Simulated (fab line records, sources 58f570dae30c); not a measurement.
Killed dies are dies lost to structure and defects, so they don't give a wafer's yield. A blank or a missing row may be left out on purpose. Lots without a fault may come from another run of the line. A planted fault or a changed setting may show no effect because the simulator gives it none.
Which tool did it? | flow berkeley_cmos170 | 7 lots, 21 wafers sampled, at 2 steps of a route of 331

WHAT THE GAUGES READ, wafer by wafer
UCB170_WELLDRIVE_THK_MEAS_02.
lot  | measured    | on            | WELLDRIVE_OXIDE_THK (nm)
L643 | day 5 12:43 | film_metro-03 | 198 198 199
L645 | day 6 01:08 | film_metro-04 | 127 124 123
L647 | day 6 08:12 | film_metro-04 | 196 196 196
L649 | day 7 02:07 | film_metro-01 | 199 202 202
L650 | day 7 17:13 | film_metro-04 | 201 202 201
L654 | day 8 00:05 | film_metro-03 | 202 201 204
L657 | day 8 15:11 | film_metro-04 | 201 202 199

WHICH TOOL RAN EACH LOT (tool, then ch and the chambers of the sampled wafers, then the start)
lot  | UCB170_WELLDRIVE_OXIDATION_01
L643 | furnace-04 ch 0, day 5 09:12
L645 | furnace-04 ch 0, day 5 21:37
L647 | furnace-02 ch 0, day 6 04:41
L649 | furnace-02 ch 0, day 6 22:37
L650 | furnace-02 ch 0, day 7 13:43
L654 | furnace-01 ch 0, day 7 20:35
L657 | furnace-01 ch 0, day 8 11:41
- UCB170_WELLDRIVE_OXIDATION_01: target thk 199 nm, ox time 9000 s.

THE ANSWER, worked out from the rows above alone
Rule: what is usual is taken from the lots themselves. Put in order of their means at a reading, lots are off if they are a third of the lots or fewer, leave a main group of 4 or more, and stand apart from it by a gap of 3 or more times the standard deviation of the main group's means; of several such gaps the widest counts. A main group whose means are all the same, to the digits that the tables above print for the reading, isn't used. A lot without any number at a reading at which 4 lots or more have one is off too. The other lots that the step has rows for count as sound.
Off: L645, at UCB170_WELLDRIVE_THK_MEAS_02 (WELLDRIVE_OXIDE_THK). The main group: mean 200 nm, standard deviation 2.1.
A tool fits if, at a process step before that reading, it ran every lot that is off, and no sound lot after the first of them. The gauges at UCB170_WELLDRIVE_THK_MEAS_02 are tried like those tools. One fits: furnace-04 at UCB170_WELLDRIVE_OXIDATION_01. Its last sound lot is L643 (day 5 09:12), its first lot that is off L645 (day 5 21:37): a fault that began between those two fits.

WHAT THE SIMULATOR HAD PUT IN
Process parameter drift: furnace-04, from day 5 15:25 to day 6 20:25, at UCB170_WELLDRIVE_OXIDATION_01. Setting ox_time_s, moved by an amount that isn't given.
Lots struck among those shown: L645. The rule above found the same.
